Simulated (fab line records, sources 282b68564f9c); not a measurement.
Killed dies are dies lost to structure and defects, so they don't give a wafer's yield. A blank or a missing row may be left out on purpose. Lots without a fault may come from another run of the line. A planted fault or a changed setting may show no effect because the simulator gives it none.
One fault seen from 2 desks | flow rit_cmos | each desk has only its own numbers; what lay behind them comes last

THE TOOL OWNER'S DESK: pvd_sputter-04
The tool's own readings at RIT_M1_SPUTTER_00 (material Al, target thk 400 nm, time 500 s): means of the sampled wafers that have a number, for each lot that ran on this tool. A lot is out of limits, marked OUT, if its mean lies more than 4 standard deviations from the usual mean; the brackets give that distance.
Columns: A = throttle_valve_pct at RIT_M1_SPUTTER_00, usual 29.7 %
lot  | first seen here | A
L494 | day 3 04:13     | 29.5
L495 | day 3 09:05     | 29.8
L497 | day 3 20:34     | 29.8
L498 | day 4 02:13     | 29.7
L500 | day 4 09:59     | 29.8
L501 | day 4 16:24     | 29.6
L507 | day 5 23:01     | 29.4
This desk's finding: nothing out of limits on any of the 7 lots.

THE METROLOGY DESK
What the gauges read, lot by lot, whatever tool the lot ran on: means of the sampled wafers that have a number. A lot is out of limits, marked OUT, if its mean lies more than 4 standard deviations from the usual mean; the brackets give that distance.
Columns: A = M1_AL_RS at RIT_M1_RS_MEAS_01, usual 0.0734 ohm/sq; B = M1_AL_THK at RIT_M1_THK_MEAS_02, usual 397 nm
lot  | first seen here | A                 | B
L494 | day 3 04:31     | 0.0732            | 398
L495 | day 3 09:25     | 0.0737            | 395
L496 | day 3 15:49     | 0.0729            | 399
L497 | day 3 20:52     | 0.0733            | 398
L498 | day 4 02:31     | 0.0719            | 406
L499 | day 4 07:12     | 0.0738            | 395
L500 | day 4 10:16     | 0.0736            | 394
L501 | day 4 16:44     | 0.0738            | 395
L507 | day 5 23:20     | 0.0692 (-5.6) OUT | 427 (+6.1) OUT
L515 | day 7 17:44     | 0.0731            | 401
L517 | day 8 02:37     | 0.0726            | 406
This desk's finding: out of limits on L507; first on L507, day 5 23:20 (M1_AL_RS at RIT_M1_RS_MEAS_01). In limits: L494, L495, L496, L497, L498, L499, L500, L501, L515, L517.

PUT TOGETHER
The metrology desk could have raised an alarm at day 5 23:20, on L507.
The tool owner's desk saw nothing out of limits.
The tool owner's desk has L507 on record, within its limits.
Of the lots named, all ran RIT_M1_SPUTTER_00 on pvd_sputter-04.

WHAT THE SIMULATOR HAD PUT IN
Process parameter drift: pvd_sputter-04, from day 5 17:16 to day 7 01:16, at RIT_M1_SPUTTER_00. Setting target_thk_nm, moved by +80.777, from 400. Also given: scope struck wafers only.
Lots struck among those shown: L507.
Hours from the fault's start to each desk's first reading out of limits: the metrology desk, 6.
